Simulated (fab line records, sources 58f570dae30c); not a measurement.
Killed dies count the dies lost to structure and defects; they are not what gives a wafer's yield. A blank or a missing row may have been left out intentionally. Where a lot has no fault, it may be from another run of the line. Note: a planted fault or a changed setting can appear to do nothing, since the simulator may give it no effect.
Shared-tool check ; flow berkeleyCmos170 ; Lots sampled 15, wafers sampled 45

WHY THIS WAS OPENED
At UCB170_NLDD_TW_MEAS_11 the reading NLDD_TW is flagged on 3 of 15 lots. No-fault wafers: 2228, standard deviation 15.
Rule: a lot is flagged in two cases, either no wafer of it has a number, or all its wafers with numbers fall more than 4 standard deviations from that mean. As for the other lots, they are considered sound.

lot;measured;on;NLDD_TW, wafer by wafer;flag
L926;day 6 08:26;filmMetro-02;2241 2243 2244;
L927;day 6 09:20;filmMetro-02;2235 2236 2243;
L928;day 6 12:08;filmMetro-03;2228 2213 2224;
L929;day 6 16:14;filmMetro-02;2223 2226 2230;
L930;day 6 16:33;filmMetro-03;2221 2217 2231;
L931;day 7 21:04;filmMetro-02;2237 2234 2243;
L933;day 7 21:31;filmMetro-02;2235 2238 2230;
L934;day 7 21:36;filmMetro-02;2232 2239 2235;
L932;day 7 21:56;filmMetro-04;2246 2226 2221;
L935;day 8 01:56;filmMetro-03;2211 2209 2224;
L938;day 8 13:29;filmMetro-03;2103 2112 2107;FLAGGED
L941;day 9 10:51;filmMetro-04;2141 2141 2140;FLAGGED
L939;day 9 11:34;filmMetro-04;2140 2154 2146;FLAGGED
L940;day 9 11:43;filmMetro-03;2209 2202 2210;
L947;day 10 11:24;filmMetro-02;2244 2240 2247;
The numbers of the flagged lots are 2132 on average: -96 against the usual, or -6 standard deviations.

TOOL THAT RAN EACH LOT
The record holds 1 process step before the reading, out of a route of 331 steps. Cell contents, in order: the tool; ch with the chambers the sampled wafers went through; the start.
lot;flag;UCB170_NLDD_IMPLANT_09
L926;;implanter-01 ch 0, day 6 08:11
L927;;implanter-03 ch 0, day 6 09:06
L928;;implanter-04 ch 0, day 6 11:53
L929;;implanter-01 ch 0, day 6 15:59
L930;;implanter-04 ch 0, day 6 16:20
L931;;implanter-03 ch 0, day 7 20:49
L933;;implanter-01 ch 0, day 7 21:18
L934;;implanter-03 ch 0, day 7 21:21
L932;;implanter-01 ch 0, day 7 21:43
L935;;implanter-01 ch 0, day 8 01:44
L938;FLAGGED;implanter-03 ch 0, day 8 13:17
L941;FLAGGED;implanter-03 ch 0, day 9 10:37
L939;FLAGGED;implanter-03 ch 0, day 9 11:20
L940;;implanter-01 ch 0, day 9 11:30
L947;;implanter-01 ch 0, day 10 11:09
What these steps do:
- UCB170_NLDD_IMPLANT_09
- UCB170_NLDD_TW_MEAS_11

FLAGGED AGAINST TOTAL, ONE TOOL AT A TIME (gauges that did the reading follow at the end)
step;tool;lots run;flagged;share of the flagged lots;sound lots run after its first flagged lot
UCB170_NLDD_IMPLANT_09;implanter-01;7;0;none;-
UCB170_NLDD_IMPLANT_09;implanter-03;6;3;all;0
UCB170_NLDD_IMPLANT_09;implanter-04;2;0;none;-
UCB170_NLDD_TW_MEAS_11;filmMetro-02;7;0;none;-
UCB170_NLDD_TW_MEAS_11;filmMetro-03;5;1;some;1 (L940)
UCB170_NLDD_TW_MEAS_11;filmMetro-04;3;2;some;0

WHAT THE TABLE PERMITS
Rows of the table that ran each flagged lot: 1, that is implanter-03 at UCB170_NLDD_IMPLANT_09.
- implanter-03 at UCB170_NLDD_IMPLANT_09 ran 6 lots, 3 of them flagged. It ran its last sound lot, L934, at day 7 21:21 and its first flagged lot, L938, at day 8 13:17: a fault with its onset between the two fits. Its own readings (doseIonsCm2, faradayCurrentUA) fall more than 4 standard deviations out on all wafers of the flagged lots.
What remains is a single tool, implanter-03 at UCB170_NLDD_IMPLANT_09.

WHAT THE SIMULATOR HAD PUT IN
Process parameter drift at UCB170_NLDD_IMPLANT_09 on implanter-03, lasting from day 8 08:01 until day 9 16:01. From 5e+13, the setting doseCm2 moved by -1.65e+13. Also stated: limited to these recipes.
Struck lots among those shown: L938, L941, L939. Same finding as the rule above.
